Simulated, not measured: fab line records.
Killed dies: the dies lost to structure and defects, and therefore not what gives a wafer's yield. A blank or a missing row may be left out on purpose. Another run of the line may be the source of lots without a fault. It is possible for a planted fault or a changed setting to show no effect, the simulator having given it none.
What tool caused it? -- flow berkeley-cmos170 -- 14 lots, 42 wafers sampled, at 6 steps of a route of 331

## WHAT EACH GAUGE READ, for each wafer
UCB170_PWELL_THK_MEAS_03. Usual: PWELL_OXIDE_THK gives 26.3 nm (standard deviation 0.69).
lot,measured,on,PWELL_OXIDE_THK (nm),flag
L289,day 3 00:01,film-metro-04,26.2 26.5 26.3,
L290,day 3 05:31,film-metro-03,26.6 26.9 27.2,
L291,day 3 16:32,film-metro-03,27.0 26.7 26.6,
L293,day 3 16:33,film-metro-01,27.1 27.2 26.9,
L294,day 4 01:29,film-metro-04,25.9 26.6 26.9,
L296,day 4 09:24,film-metro-03,25.1 24.9 25.8,
L295,day 4 09:25,film-metro-01,25.8 25.5 25.3,
L298,day 4 18:20,film-metro-01,28.1 28.2 28.3,
L299,day 4 18:21,film-metro-04,26.2 26.0 26.6,
L300,day 5 07:46,film-metro-03,26.4 26.2 26.3,
L301,day 5 14:32,film-metro-01,25.7 25.8 25.6,
L306,day 6 19:14,film-metro-01,26.5 26.5 26.5,
L310,day 7 19:38,film-metro-01,26.4 26.6 26.4,
L311,day 8 11:41,film-metro-01,26.8 26.6 27.0,

UCB170_PWELL_OVL_MEAS_13. Usual: PWELL_OVL gives -2 nm (standard deviation 5.6).
lot,measured,on,PWELL_OVL (nm),flag
L289,day 3 09:29,overlay-02,-13 -12 -5,
L290,day 3 17:01,overlay-02,8 4 6,
L291,day 4 01:48,overlay-01,1 -3 0,
L293,day 4 02:04,overlay-02,3 -9 -1,
L294,day 4 10:22,overlay-01,-6 -13 -5,
L296,day 4 18:31,overlay-02,-8 -15 2,
L295,day 4 18:49,overlay-01,5 5 0,
L298,day 5 06:31,overlay-01,0 -2 -5,
L299,day 5 06:40,overlay-02,1 4 -2,
L300,day 5 15:37,overlay-01,-4 0 3,
L301,day 6 01:18,overlay-01,-2 -4 3,
L306,day 7 06:35,overlay-01,2 -4 -11,
L310,day 8 10:22,overlay-01,-3 1 4,
L311,day 8 23:23,overlay-01,-4 2 3,

UCB170_ACTIVE_CD_MEAS_13 targets a cd of 1200 nm. Usual: cd-nm 1199.5 nm, standard deviation 1.5.
lot,measured,on,cd-nm (nm),flag
L289,day 4 13:42,cd-sem-02,1200.4 1198.5 1199.4,
L290,day 4 23:19,cd-sem-01,1200.5 1200.7 1199.9,
L291,day 5 11:26,cd-sem-02,1200.6 1199.9 1200.0,
L293,day 5 12:04,cd-sem-02,1201.1 1200.2 1201.9,
L294,day 5 18:34,cd-sem-02,1199.2 1201.2 1200.7,
L296,day 6 04:50,cd-sem-01,1197.6 1198.9 1198.3,
L295,day 6 05:08,cd-sem-02,1197.2 1198.1 1197.0,
L298,day 7 03:10,cd-sem-01,1201.4 1199.0 1198.7,
L299,day 7 03:28,cd-sem-02,1197.1 1197.7 1197.3,
L300,day 7 14:56,cd-sem-01,1201.6 1199.4 1199.5,
L301,day 7 23:58,cd-sem-02,1199.6 1200.4 1199.1,
L306,day 9 07:34,cd-sem-02,1199.9 1200.5 1200.3,
L310,day 10 08:49,cd-sem-02,1168.8 1168.3 1169.2 1168.3 1168.2 1169.5,OFF
L311,day 11 01:16,cd-sem-01,1175.2 1175.7 1176.3 1175.1 1175.9 1176.5,OFF

UCB170_SACOX_THK_MEAS_02. Usual: SACOX_OXIDE_THK gives 14.31 nm (standard deviation 0.27).
lot,measured,on,SACOX_OXIDE_THK (nm),flag
L289,day 5 15:11,film-metro-04,14.35 14.34 14.40,
L290,day 6 00:42,film-metro-03,14.68 14.71 14.77,
L291,day 6 22:14,film-metro-04,14.93 14.58 14.78,
L293,day 6 22:14,film-metro-02,14.59 14.61 14.60,
L294,day 6 22:17,film-metro-02,14.53 14.52 14.53,
L296,day 7 17:59,film-metro-03,14.31 14.00 14.27,
L295,day 7 18:00,film-metro-04,13.85 14.06 14.00,
L298,day 8 16:01,film-metro-04,14.61 14.74 14.42,
L299,day 8 16:02,film-metro-02,14.04 13.99 13.78,
L300,day 9 08:38,film-metro-03,14.08 14.26 13.98,
L301,day 9 08:38,film-metro-04,14.13 14.33 14.09,
L306,day 10 20:47,film-metro-04,14.07 14.39 14.19,
L310,day 11 22:02,film-metro-03,14.30 14.52 14.49,
L311,day 12 10:01,film-metro-03,14.34 14.26 14.29,

## WHAT TOOL EACH LOT RAN ON (gives the tool, then ch and the chambers of the sampled wafers, and finally the start)
lot,UCB170_ACTIVE_COAT_08,UCB170_ACTIVE_STRIP_16
L289,"litho-track-02 ch 0, day 4 12:52","plasma-asher-03 ch 0,1, day 4 13:58"
L290,"litho-track-02 ch 0, day 4 22:37","plasma-asher-02 ch 0,1, day 4 23:33"
L291,"litho-track-02 ch 0, day 5 10:35","plasma-asher-02 ch 0,1, day 5 11:41"
L293,"litho-track-04 ch 0, day 5 10:47","plasma-asher-01 ch 0,1, day 5 12:19"
L294,"litho-track-02 ch 0, day 5 17:40","plasma-asher-02 ch 0,1, day 5 18:49"
L296,"litho-track-04 ch 0, day 6 04:08","plasma-asher-03 ch 0,1, day 6 05:04"
L295,"litho-track-02 ch 0, day 6 04:20","plasma-asher-02 ch 0,1, day 6 05:22"
L298,"litho-track-01 ch 0, day 7 02:22","plasma-asher-02 ch 0,1, day 7 03:26"
L299,"litho-track-04 ch 0, day 7 02:26","plasma-asher-03 ch 0,1, day 7 03:42"
L300,"litho-track-02 ch 0, day 7 14:11","plasma-asher-03 ch 0,1, day 7 15:11"
L301,"litho-track-01 ch 0, day 7 23:16","plasma-asher-02 ch 0,1, day 8 00:13"
L306,"litho-track-02 ch 0, day 9 06:53","plasma-asher-03 ch 0, day 9 07:49"
L310,"litho-track-02 ch 0, day 10 07:28","plasma-asher-02 ch 0, day 10 19:15"
L311,"litho-track-02 ch 0, day 11 00:13","plasma-asher-03 ch 0,1, day 11 05:06"
- UCB170_ACTIVE_COAT_08: resist thk 900 nm.
- UCB170_ACTIVE_STRIP_16: strips in O2.

## AS READ BY THE TOOLS THEMSELVES (means over the sampled wafers that have a number; for cases with no such wafer, the mark the record gives instead)
UCB170_ACTIVE_STRIP_16. Usual: chamber-pressure-mTorr 3500 mTorr, standard deviation 3.1; drypump-motor-current-A 5.8 A, standard deviation 0.34; oes-product-au 0.721 a.u., standard deviation 0.0039; strip-time-to-endpoint-s 18.08 s, standard deviation 0.093.
lot,tool,chamber-pressure-mTorr (mTorr),drypump-motor-current-A (A),oes-product-au (a.u.),strip-time-to-endpoint-s (s),flag
L289,plasma-asher-03,3501,5.9,0.721,18.09,
L290,plasma-asher-02,3500,5.7,0.723,18.08,
L291,plasma-asher-02,3499,5.7,0.719,18.11,
L293,plasma-asher-01,3502,5.6,0.719,18.16,
L294,plasma-asher-02,3498,5.8,0.721,18.05,
L296,plasma-asher-03,3501,5.9,0.721,18.02,
L295,plasma-asher-02,3500,5.8,0.721,18.02,
L298,plasma-asher-02,3497,5.8,0.724,18.08,
L299,plasma-asher-03,3502,6.2,0.722,18.22,
L300,plasma-asher-03,3499,5.9,0.721,18.19,
L301,plasma-asher-02,3500,5.8,0.718,18.10,
L306,plasma-asher-03,3497,5.6,0.720,18.01,
L310,plasma-asher-02,3502,5.9,0.522,7.13,OFF
L311,plasma-asher-03,3498,6.2,0.516,7.13,OFF

## THE ANSWER, worked out from the rows above alone
Rule: a lot is off if the mean of its wafers that have a number lies more than 3 standard deviations from the usual mean. Also off: a lot with no number at a reading for which 4 or more lots have one. The other lots that the step has rows for count as sound. The gauges are gone through in route order, then the tools' own readings, and for those a lot's mean is taken as printed above. At the first step where some lot is off, the reading lying furthest off is the one used; lots without a number count as furthest.
Off at UCB170_ACTIVE_CD_MEAS_13 (cd-nm): L310, L311.
If a tool, at a process step before that reading, ran all the lots that are off and no sound lot after the first of them, it fits. The gauges at UCB170_ACTIVE_CD_MEAS_13 aren't tried: what is off there is off at UCB170_ACTIVE_STRIP_16 too, on other tools, and a gauge's error can't cause that. One fits: UCB170_ACTIVE_COAT_08 on litho-track-02. Its last sound lot is L306 (day 9 06:53), its first lot that is off L310 (day 10 07:28): a fault that began between those two fits.

## WHAT THE SIMULATOR HAD INSERTED
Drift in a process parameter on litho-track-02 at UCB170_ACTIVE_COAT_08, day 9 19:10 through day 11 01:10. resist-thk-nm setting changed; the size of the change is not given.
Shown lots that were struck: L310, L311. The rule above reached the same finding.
